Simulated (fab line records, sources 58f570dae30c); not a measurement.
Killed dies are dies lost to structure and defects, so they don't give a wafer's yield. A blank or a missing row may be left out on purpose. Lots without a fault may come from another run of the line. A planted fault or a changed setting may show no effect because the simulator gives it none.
fab line records | flow berkeley_cmos170
record lots=6 wafers=18 last_day=11
route steps=331 shown ZERO@6 NWELL@14
lots that met no fault: from a run of the same line without faults
start_h: hours from the record's first day to the start of the lot's first wafer shown | wait_h: hours since the lot's step before | " the same as in the row above | L1.1+2: a row that stands for several wafers | - no value, or no start given | * or withheld: withheld | < > ~ a bound
route shown NAME@n: a module of which the file shows steps, and the number in the route of the first | usual: mean/standard deviation of fault-free wafers | same: alike in all rows | chamber/n: place in a boat | sites: the reading at each site | _std_site: their standard deviation | _edge_site: outer sites' mean less inner sites' | radius_mm: how far each site lies from the wafer's centre | mask NAME#n: copy n | behind: the tool/chamber that last shaped the wafer | hold: why the lot was held/for how many hours/how that ended | device: the transistor (n, p or np) that didn't switch | end of line: the same wafers' tests at the end of the route | a step without rows: its recipe alone | killed: dies lost to structure and defects at the first sort, not the wafer's yield | map: a wafer's dies, x killed, . not, _ none there
set.NAME: the setting as run; set.NAME@STEP: as run at that earlier step | model.NAME: the simulator's own value behind a step, which no gauge read
lots at some steps of the route; a table a step, a row a wafer
services: from which hour (start_h, from the record's first day; less than 0 if before it) a tool's chamber was out of use, for how many hours, and why
## steps
# step UCB170_ZERO_HMDS_00
# recipe prime_time_s=60 prime_temp_c=100
# step UCB170_ZERO_COAT_01
# recipe resist=KrF spin_rpm=1500 resist_thk_nm=900
# step UCB170_ZERO_SOFTBAKE_02
# recipe resist=KrF temp_c=130 time_s=60
# step UCB170_ZERO_EXPOSE_03
# recipe mask_id=PM_MARKS na=0.5 sigma_outer=0.6 source_shape=conventional target_cd_nm=4000 dose_mj=30
# step UCB170_ZERO_PEB_04
# recipe peb_temp_c=130 peb_time_s=withheld resist=KrF
# step UCB170_ZERO_DEVELOP_05
# recipe developer=TMAH develop_time_s=45 resist=KrF dev_temp_c=21
# step UCB170_ZERO_ETCH_06
# recipe chemistry=CHF3/CF4/Ar target=SiO2 time_s=12 pressure_mtorr=100 rf_w=500 CHF3_flow_sccm=50 cf4_flow_sccm=10 Ar_flow_sccm=120 over_etch_frac=1.58
# usual drypump_motor_current_A=5.8/0.44 oes_product_au=0.620/0.0086 rf_fwd_power_W=491.5/2.9 throttle_valve_pct=9.23/0.17
# columns lot.wafer tool chamber start_h wait_h drypump_motor_current_A oes_product_au rf_fwd_power_W rf_hours_counter_h throttle_valve_pct
L122.1 rie_diel-02 0 26.52 - 6.4 0.613 496.4 99 9.09
L122.3 " 3 " " 5.7 0.613 487.9 133 9.60
L122.6 " 3 " " 5.7 0.607 489.0 - 9.63
L123.2 rie_diel-04 2 32.84 - 5.4 0.617 487.2 13 9.43
L123.3 " 0 " " 6.5 0.620 496.8 127 9.25
L123.5 " 2 " " 5.4 0.621 489.4 - 9.42
L126.1 rie_diel-03 1 50.55 - 5.7 0.624 489.1 107 9.06
L126.3 " 3 " " 6.4 0.611 491.0 49 8.98
L126.5 " 3 " " 6.5 0.608 490.9 - 8.97
L131.1 rie_diel-04 1 72.85 - 5.9 0.623 488.5 60 9.13
L131.4 " 0 " " 6.5 0.621 499.0 129 9.23
L131.6 " 0 " " 6.5 0.616 495.0 - 9.23
L132.1 rie_diel-02 1 77.57 - 5.4 0.618 492.5 25 9.15
L132.2 " 0 " " 6.4 0.610 493.2 102 9.10
L132.4 " 2 " " 5.3 0.631 493.4 81 9.19
L135.2 rie_diel-04 1 98.21 - 5.9 0.627 488.3 61 9.12
L135.3 " 2 " " 5.4 0.625 486.7 16 9.43
L135.5 " 1 " " 5.9 0.622 490.9 - 9.13
# step UCB170_ZERO_STRIP_07
# recipe chemistry=O2 power_w=400 pressure_mtorr=3500 platen_temp_c=withheld o2_flow_sccm=400 overash_fraction=0.5
# usual drypump_motor_current_A=5.6/0.67 oes_product_au=0.727/0.004 strip_time_to_endpoint_s=21.49/0.072
# columns lot.wafer tool chamber start_h wait_h drypump_motor_current_A oes_product_au rf_hours_counter_h strip_time_to_endpoint_s
L122.1 plasma_asher-04 0 26.54 0.0 5.0 0.722 32 21.35
L122.3 " 1 " " 5.5 0.723 - 21.46
L122.6 " 1 " " 5.4 0.723 - 21.45
L123.2 plasma_asher-03 0 32.87 0.0 6.2 0.727 31 21.59
L123.3 " 1 " " 6.2 0.720 - 21.61
L123.5 " 0 " " 6.2 0.724 - 21.55
L126.1 plasma_asher-03 0 50.57 0.0 6.2 0.732 33 21.57
L126.3 " 0 " " 6.2 0.730 - 21.51
L126.5 " 1 " " 6.2 0.730 - 21.52
L131.1 plasma_asher-03 1 72.87 0.0 6.2 0.725 35 21.46
L131.4 " 0 " " 6.2 0.732 - 21.51
L131.6 " 1 " " 6.1 0.724 - 21.47
L132.1 plasma_asher-03 1 77.59 0.0 6.1 0.726 35 21.44
L132.2 " 0 " " 6.2 0.716 35 21.46
L132.4 " 0 " " 6.2 0.733 - 21.50
L135.2 plasma_asher-02 1 98.23 0.0 4.7 0.720 38 21.43
L135.3 " 0 " " 6.4 0.728 - 21.49
L135.5 " 0 " " 6.4 0.723 - 21.57
# step UCB170_NWELL_WET_ETCH_00
# recipe chemistry=dHF dilution=25:1 target=SiO2 temp_c=25 time_s=200
# step UCB170_NWELL_OXIDATION_01
# recipe temp_c=1000 ambient=O2 target_thk_a=264 ox_time_s=1260
# step UCB170_NWELL_THK_MEAS_02
# recipe reads=SiO2_of_NWELL_OXIDATION_01
# usual NWELL_OXIDE_THK=26.3/0.53
# columns lot.wafer tool chamber start_h wait_h NWELL_OXIDE_THK[nm]
L122.1 film_metro-04 - 29.83 0.0 26.8
L122.3 " - " " 26.5
L122.6 " - " " 26.3
L123.2 film_metro-01 - 39.39 0.0 26.5
L123.3 " - " " 26.4
L123.5 " - " " 26.5
L126.1 film_metro-04 - 56.20 0.0 26.5
L126.3 " - " " 26.4
L126.5 " - " " 26.8
L131.1 film_metro-01 - 77.08 0.0 26.8
L131.4 " - " " 26.5
L131.6 " - " " 26.7
L132.1 film_metro-01 - 81.81 0.0 26.4
L132.2 " - " " 26.4
L132.4 " - " " 26.3
L135.2 film_metro-02 - 102.53 0.0 25.4
L135.3 " - " " 26.2
L135.5 " - " " 25.9
# step UCB170_NWELL_ANNEAL_03
# recipe temp_c=1000 time_s=900 ambient=N2
# step UCB170_NWELL_CVD_04
# recipe material=Si3N4 target_thk_nm=224 temp_c=800 precursor=SiH2Cl2/NH3 time_s=3360 pressure_mtorr=200 sih2cl2_flow_sccm=25 nh3_flow_sccm=75
# usual nh3_flow_sccm=75.02/0.25
# columns lot.wafer tool chamber start_h wait_h nh3_flow_sccm
L122.1 lpcvd-02 0 33.53 0.0 75.15
L122.3 " 0 " " 74.78
L122.6 " 0 " " 74.94
L123.2 lpcvd-02 0 44.96 0.0 75.20
L123.3 " 0 " " 75.26
L123.5 " 0 " " 75.19
L126.1 lpcvd-01 1 60.29 0.0 75.15
L126.3 " 1 " " 74.93
L126.5 " 1 " " 75.10
L131.1 lpcvd-02 0 80.46 0.0 74.97
L131.4 " 0 " " 75.28
L131.6 " 0 " " 75.02
L132.1 lpcvd-02 0 85.89 0.0 75.04
L132.2 " 0 " " 74.64
L132.4 " 0 " " 75.03
L132.1 lpcvd-02 0 87.99 0.2 74.78
L132.2 " 0 " " 74.86
L132.4 " 0 " " 74.81
L135.2 lpcvd-01 1 106.77 0.0 75.10
L135.3 " 1 " " 74.79
L135.5 " 1 " " 74.66
L135.2 lpcvd-01 1 108.87 0.2 75.05
L135.3 " 1 " " 74.97
L135.5 " 1 " " 75.06
# step UCB170_NWELL_THK_MEAS_05
# recipe reads=Si3N4_of_NWELL_CVD_04
# usual NWELL_NITRIDE_THK=224.3/1.5
# columns lot.wafer tool chamber start_h wait_h NWELL_NITRIDE_THK[nm]
L122.1 film_metro-01 - 35.46 0.0 223.9
L122.3 " - " " 223.6
L122.6 " - " " 224.9
L123.2 film_metro-01 - 46.90 0.0 221.1
L123.3 " - " " 223.6
L123.5 " - " " 226.4
L126.1 film_metro-02 - 62.22 0.0 222.7
L126.3 " - " " 221.0
L126.5 " - " " 223.1
L131.1 film_metro-02 - 82.39 0.0 226.7
L131.4 " - " " 227.0
L131.6 " - " " 227.3
L132.1 film_metro-01 - 89.97 0.0 442.4
L132.2 " - " " 440.9
L132.4 " - " " 444.6
L135.2 film_metro-01 - 110.81 0.0 449.3
L135.3 " - " " 450.3
L135.5 " - " " 448.2
# step UCB170_NWELL_HMDS_06
# recipe prime_time_s=60 prime_temp_c=100
# step UCB170_NWELL_COAT_07
# recipe resist=KrF spin_rpm=1500 resist_thk_nm=900
# step UCB170_NWELL_SOFTBAKE_08
# recipe resist=KrF temp_c=130 time_s=60
# step UCB170_NWELL_EXPOSE_09
# recipe mask_id=NWELL target_cd_nm=3000 na=0.5 sigma_outer=0.6 source_shape=conventional dose_mj=25
# step UCB170_NWELL_PEB_10
# recipe peb_temp_c=130 peb_time_s=withheld resist=KrF
# step UCB170_NWELL_DEVELOP_11
# recipe developer=TMAH develop_time_s=45 resist=KrF dev_temp_c=21
# step UCB170_NWELL_OVL_MEAS_12
# usual NWELL_OVL=-4/5.7
# columns lot.wafer tool chamber start_h wait_h NWELL_OVL[nm]
L122.1 overlay-02 - 36.93 - 3
L122.3 " - " " 6
L122.6 " - " " 12
L123.2 overlay-01 - 48.00 - -7
L123.3 " - " " -8
L123.5 " - " " -11
L126.1 overlay-02 - 63.14 - -7
L126.3 " - " " -7
L126.5 " - " " -3
L131.1 overlay-02 - 83.72 - -7
L131.4 " - " " -5
L131.6 " - " " -2
L132.1 overlay-02 - 91.20 - 7
L132.2 " - " " 11
L132.4 " - " " 3
L135.2 overlay-01 - 111.71 - 0
L135.3 " - " " -8
L135.5 " - " " -3
# step UCB170_NWELL_ETCH_13
# recipe chemistry=CH3F/Ar/O2 target=Si3N4 stop_on=SiO2 CH3F_flow_sccm=20 Ar_flow_sccm=50 O2_flow_sccm=7 pressure_mtorr=50 rf_w=450 target_depth_a=2464 over_etch_frac=0.1 time_s=154
# usual drypump_motor_current_A=5.7/0.44 oes_product_au=0.946/0.014 rf_fwd_power_W=447.9/1.4 throttle_valve_pct=8.00/0.16
# columns lot.wafer tool chamber start_h wait_h drypump_motor_current_A oes_product_au rf_fwd_power_W rf_hours_counter_h throttle_valve_pct model.etch.depth_nm
L122.1 rie_diel-03 2 36.97 0.0 5.0 0.933 447.8 69 8.07 223.9
L122.3 " 0 " " 5.8 0.944 448.2 27 8.09 223.6
L122.6 " 3 " " 6.4 0.937 449.1 - 7.79 224.8
L123.2 rie_diel-01 3 48.03 0.0 5.3 0.962 447.5 5 7.99 221.1
L123.3 " 2 " " 5.8 0.934 447.3 35 8.10 223.8
L123.5 " 3 " " 5.3 0.975 447.0 - 7.98 226.5
L126.1 rie_diel-01 2 63.18 0.0 5.7 0.934 446.7 36 8.11 222.9
L126.3 " 3 " " 5.3 0.949 448.0 6 7.98 220.9
L126.5 " 0 " " 5.2 0.967 443.2 - 8.06 222.7
L131.1 rie_diel-02 0 83.75 0.0 6.4 0.935 447.7 102 7.93 226.6
L131.4 " 3 " " 5.8 0.937 446.9 136 8.39 227
L131.6 " 0 " " 6.4 0.939 447.0 - 7.93 227.2
L132.1 rie_diel-03 2 91.23 0.0 5.0 1.013 448.5 71 8.05 254.5
L132.2 " 1 " " 5.7 1.015 449.2 109 7.90 245.2
L132.4 " 3 " " 6.5 0.997 449.9 50 7.79 250.1
L135.2 rie_diel-03 3 111.74 0.0 6.5 0.981 448.2 51 7.81 245.1
L135.3 " 0 " " 5.8 0.998 449.1 29 8.13 242.9
L135.5 " 3 " " 6.4 0.987 448.6 - 7.81 248.4
# step UCB170_NWELL_IMPLANT_14
# recipe species=P dose_cm2=1e+13 energy_kev=150 tilt_deg=7
## services
# columns tool chamber start_h hours kind
plasma_asher-03 - 10.38 3.3 repair
plasma_asher-02 - 16.44 1.4 repair
rie_diel-03 2 26.46 4.2 repair
rie_diel-01 1 34.42 - clean
rie_diel-01 1 34.42 34.7 scheduled_down
rie_diel-01 1 34.42 34.7 vent_cycle
plasma_asher-02 - 38.14 0.6 repair
rie_diel-02 - 51.41 0.7 repair
plasma_asher-03 - 53.98 3.3 repair
rie_diel-03 - 61.56 4.3 pm
rie_diel-02 0 62.11 4.4 repair
rie_diel-04 1 86.75 6.5 repair
plasma_asher-02 - 87.94 1.9 repair
rie_diel-01 2 92.15 2.1 repair
plasma_asher-04 - 94.13 15.8 repair
rie_diel-03 0 95.14 6.9 repair
plasma_asher-03 - 108.75 9.0 pm
plasma_asher-03 0 108.75 9.0 vent_cycle
plasma_asher-03 1 108.75 9.0 vent_cycle
## key
first_sign step=UCB170_NWELL_CVD_04 reading=visit direction=added
effect step=UCB170_NWELL_THK_MEAS_05 reading=NWELL_NITRIDE_THK direction=up sigmas=99+ usual=224.3 struck=446.0
effect step=UCB170_NWELL_ETCH_13 reading=oes_product_au direction=up sigmas=3.8 usual=0.946 struck=0.999
model_effect step=UCB170_NWELL_ETCH_13 value=etch.depth_nm without=223.3 struck=247.7
met_at UCB170_NWELL_CVD_04
struck_wafers L132.1,L132.2,L132.4,L135.2,L135.3,L135.5
later_rows_left_out L132.1,L132.2,L132.4,L135.3,L135.5
sort_left_out L132.1,L132.2,L132.4,L135.2,L135.3,L135.5
tester_left_out L132,L135
fault kind=repeated_step_whole tool=lpcvd-01,lpcvd-02 chamber=- onset_h=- steps=UCB170_NWELL_CVD_04 times=1 scope=struck_lots_only
# tester_left_out: of these lots the tester's yield and bins aren't shown, on N5 and GAA mostly nor the transistor test; their killed dies are dies lost to structure and defects alone, not to doping, threshold or leakage, so they don't give the yield
# sort_left_out: the simulated sort isn't trusted on such a fault, so these wafers' sort isn't shown, and their yield isn't known
# later_rows_left_out: the simulator's readings of these wafers behind a module that went badly wrong aren't trusted and aren't shown, but for the sort
